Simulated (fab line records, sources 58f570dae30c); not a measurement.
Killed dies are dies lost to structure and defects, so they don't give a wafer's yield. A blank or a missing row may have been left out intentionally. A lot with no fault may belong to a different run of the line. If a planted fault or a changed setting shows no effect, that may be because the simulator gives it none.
Chamber matching    flow berkeleyCmos170    UCB170_V1_CVD_00 on pecvd-01: 3 sister chambers
The step deposits SiO2 from TEOS/O2, target thk 2000 nm, time 250 s. 6 wafers are shown with their chamber, then 7 later ones without.

## WAFERS WITH THEIR CHAMBER
wafer   chamber  heaterPowerW (W)
L925.1  1        272
L928.2  0        317
L928.3  2        253
L928.6  2        173
L932.4  0        323
L932.5  1        194

## WAFERS WITHOUT THEIR CHAMBER
wafer   heaterPowerW (W)
L932.6  177
L937.4  174
L937.5  196
L937.6  226
L938.1  195
L938.4  199
L938.5  256

## THE CHAMBER EACH PASSED THROUGH
wafer   from the rows above           in truth
L932.6  can't be placed: 2 or 1       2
L937.4  can't be placed: 2 or 1       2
L937.5  can't be placed: 2 or 1       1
L937.6  can't be placed: 1 or 2 or 0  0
L938.1  can't be placed: 2 or 1       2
L938.4  can't be placed: 2 or 1       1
L938.5  can't be placed: 1 or 2 or 0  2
Correct placement for 0 of the 7. Can't be placed from these rows: 7 (the true chamber is among the candidates in 7). Number placed wrongly: 0.
How it was worked out, from the rows above alone: a wafer's distance from a chamber is the root of the sum, over the readings, of the square of ((its reading less the chamber's mean) divided by the reading's scatter). If the next closest chamber is less than 2 further off than the closest, the wafer can't be placed; otherwise it belongs to the closest. The mean given for a chamber averages the wafers shown for that chamber. The scatter: take each reading less its chamber's mean, square it, sum over the shown wafers, divide by the number of wafers less the number of chambers, and take the root.
